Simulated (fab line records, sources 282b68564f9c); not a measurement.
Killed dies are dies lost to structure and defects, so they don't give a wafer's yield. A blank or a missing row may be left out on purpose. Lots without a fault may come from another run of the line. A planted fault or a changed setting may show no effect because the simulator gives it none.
A struck lot beside a sound one | flow rit_cmos | 44 steps out of a route of 202
Sound: wafers L401.1, L401.3, L401.5. Struck: wafers L407.1, L407.3, L407.5. The cause comes at the end.
At each step with rows: each side's tool, then ch and its chambers, then its first start. Under that, the readings that differ: sound wafers | struck wafers | difference of the means | sigmas: that difference in standard deviations of wafers without a fault.
alike: readings whose means differ by less than 2 such deviations, and words and numbers that are the same on both sides. not compared: withheld readings, readings that some wafer has no value for, bounds like >300 that may hide the same value, and numbers for which the record gives no deviation and whose values overlap.
The two part at a step that has a row with sigmas, a row that says differs or no value, or rows on one side only. Numbers that don't overlap but have no deviation are shown without sigmas and don't part them. A reading that every wafer of one side lacks parts them only if that side has two wafers or more.

first, 2 steps without rows for these wafers: RIT_NLDD_HARDBAKE_07 (time 60 s); RIT_NLDD_IMPLANT_08.
RIT_NLDD_STRIP_09: strips in O2, time 180 s.
  sound on plasma_asher-04 ch 1, day 5 01:41; struck on plasma_asher-01 ch 0,1, day 6 09:18
  alike: drypump_motor_current_A, o2_flow_sccm
  not compared: rf_hours_counter_h
RIT_NLDD_TW_MEAS_10:
  sound on film_metro-01, day 5 01:52; struck on film_metro-01, day 6 09:29
  alike: NLDD_TW
then, 6 steps without rows for these wafers: RIT_PLDD_HMDS_00 (prime time 60 s); RIT_PLDD_COAT_01 (resist thk 1000 nm); RIT_PLDD_SOFTBAKE_02 (time 60 s); RIT_PLDD_EXPOSE_03 (exposes mask M8, target cd 40900 nm); RIT_PLDD_PEB_04; RIT_PLDD_DEVELOP_05 (develop time 50 s).
RIT_PLDD_OVL_MEAS_06:
  sound on overlay-01, day 5 02:57; struck on overlay-02, day 6 10:31
  alike: PLDD_OVL
then, 1 step without rows for these wafers: RIT_PLDD_HARDBAKE_07 (time 60 s).
RIT_PLDD_IMPLANT_08:
  sound on implanter-04 ch 0, day 5 03:08; struck on implanter-04 ch 0, day 6 10:42
  reading                          | sound                         | struck                           | difference  | sigmas
  dose_ions_cm2                    | 8.999e+14 8.999e+14 9.013e+14 | 1.4535e+15 1.4541e+15 1.4555e+15 | +5.5400e+14 | +99 or more
  end_station_pressure_torr (Torr) | 7.3e-06 7.1e-06 7.4e-06       | 8.9e-06 9e-06 8.8e-06            | +1.6e-06    | +5
  faraday_current_uA               | 2729 2892 2745                | 4498 4565 4588                   | +1762       | +33
RIT_PLDD_STRIP_09: strips in O2, time 180 s.
  sound on plasma_asher-03 ch 0,1, day 5 03:17; struck on plasma_asher-02 ch 0,1, day 6 10:51
  reading             | sound          | struck         | difference | sigmas
  o2_flow_sccm (sccm) | 3984 3984 3989 | 4005 4018 4013 | +26        | +2
  alike: drypump_motor_current_A
  not compared: rf_hours_counter_h
RIT_PLDD_TW_MEAS_10:
  sound on film_metro-01, day 5 03:28; struck on film_metro-02, day 6 11:01
  reading | sound          | struck         | difference | sigmas
  PLDD_TW | 2418 2408 2424 | 2599 2587 2569 | +168       | +5
then, 4 steps without rows for these wafers: RIT_SPACER_CLEAN_00 (cleans in SC1, time 600 s); RIT_SPACER_CLEAN_01 (cleans in dHF, time 30 s); RIT_SPACER_CLEAN_02 (cleans in SC2, time 600 s); RIT_SPACER_CVD_03 (deposits Si3N4 from SiH2Cl2/NH3, target thk 250 nm, time 3300 s).
RIT_SPACER_THK_MEAS_04:
  sound on film_metro-03, day 5 05:50; struck on film_metro-04, day 6 13:23
  alike: SPACER_NITRIDE_THK
RIT_SPACER_ETCHBACK_05: etches Si3N4 in SF6/CHF3, stops on SiO2, target depth 250 nm, time 240 s.
  sound on rie_diel-03 ch 0,2,3, day 5 05:54; struck on rie_diel-03 ch 0,1, day 6 13:26
  alike: CHF3_flow_sccm, drypump_motor_current_A, oes_product_au, rf_fwd_power_W, throttle_valve_pct
  not compared: rf_hours_counter_h
then, 6 steps without rows for these wafers: RIT_NSD_HMDS_00 (prime time 60 s); RIT_NSD_COAT_01 (resist thk 1000 nm); RIT_NSD_SOFTBAKE_02 (time 60 s); RIT_NSD_EXPOSE_03 (exposes mask M9, target cd 40700 nm); RIT_NSD_PEB_04; RIT_NSD_DEVELOP_05 (develop time 50 s).
RIT_NSD_OVL_MEAS_06:
  sound on overlay-01, day 5 07:01; struck on overlay-01, day 6 14:26
  reading      | sound        | struck         | difference | sigmas
  NSD_OVL (nm) | 0.2 1.0 -0.6 | -2.8 -2.5 -2.4 | -2.8       | -2
then, 2 steps without rows for these wafers: RIT_NSD_HARDBAKE_07 (time 60 s); RIT_NSD_IMPLANT_08.
RIT_NSD_STRIP_09: strips in O2, time 180 s.
  sound on plasma_asher-03 ch 0,1, day 5 07:22; struck on plasma_asher-01 ch 1, day 6 14:47
  reading                     | sound       | struck      | difference | sigmas
  drypump_motor_current_A (A) | 5.4 6.1 5.4 | 6.3 6.3 6.3 | +0.7       | +2
  alike: o2_flow_sccm
  not compared: rf_hours_counter_h
RIT_NSD_TW_MEAS_10:
  sound on film_metro-01, day 5 07:32; struck on film_metro-02, day 6 14:57
  reading | sound          | struck         | difference | sigmas
  NSD_TW  | 3193 3209 3195 | 3046 3074 3081 | -132       | -3
then, 6 steps without rows for these wafers: RIT_PSD_HMDS_00 (prime time 60 s); RIT_PSD_COAT_01 (resist thk 1000 nm); RIT_PSD_SOFTBAKE_02 (time 60 s); RIT_PSD_EXPOSE_03 (exposes mask M10, target cd 40900 nm); RIT_PSD_PEB_04; RIT_PSD_DEVELOP_05 (develop time 50 s).
RIT_PSD_OVL_MEAS_06:
  sound on overlay-02, day 5 08:44; struck on overlay-02, day 6 16:08
  alike: PSD_OVL
then, 2 steps without rows for these wafers: RIT_PSD_HARDBAKE_07 (time 60 s); RIT_PSD_IMPLANT_08.
RIT_PSD_STRIP_09: strips in O2, time 180 s.
  sound on plasma_asher-03 ch 0,1, day 5 09:04; struck on plasma_asher-03 ch 0, day 6 16:28
  alike: drypump_motor_current_A, o2_flow_sccm
  not compared: rf_hours_counter_h
RIT_SDANNEAL_RS_MEAS_06: measures by four-point-probe.
  sound on film_metro-01, day 5 09:58; struck on film_metro-02, day 6 17:22
  reading          | sound             | struck            | difference | sigmas
  PLDD_RS (ohm/sq) | 178.7 178.5 179.0 | 156.7 157.0 157.4 | -21.7      | -41
RIT_M1_PROBE_99:
  sound on prober-02, day 5 17:25; struck on prober-02, day 7 00:28
  reading                             | sound             | struck            | difference | sigmas
  model.etest.pmos_turned.r_on_ohm_um | 3485 3516 3576    | 3180 3160 3141    | -365       |
  model.etest.pmos_0p3.r_on_ohm_um    | 6473 6485 6514    | 6140 6150 6174    | -336       |
  model.etest.pmos_0p15.r_on_ohm_um   | 2842 2875 2892    | 2560 2554 2524    | -324       |
  model.etest.pldd.rs_ohm_sq          | 462.9 466.1 472.2 | 340.8 345.7 349.1 | -121.9     |
  model.etest.pldd.line_ohm_um        | 145.8 147.9 149   | 107.9 108.8 107.8 | -39.4      |
  model.etest.pmos_turned.drive_ua_um | 185.5 184.2 183.6 | 209.4 211.3 214.7 | +27.4      |
  model.etest.pmos_0p15.drive_ua_um   | 241.7 241.7 238.6 | 271.4 272.6 277.6 | +33.2      |
  alike: killed_at_contacts, killed_at_front_end, killed_dies, killed_open, killed_short
  not compared: model.etest.pmos_0p15.swing_mv_dec

WHERE THEY PART
First at RIT_PLDD_IMPLANT_08; last, within this record, at RIT_SDANNEAL_RS_MEAS_06. Later steps at which nothing parts them and some readings are alike: RIT_M1_PROBE_99.

WHY: what the simulator had put in
Process parameter drift: implanter-04, from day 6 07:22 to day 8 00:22, at RIT_PLDD_IMPLANT_08. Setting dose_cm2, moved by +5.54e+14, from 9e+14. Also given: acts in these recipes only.
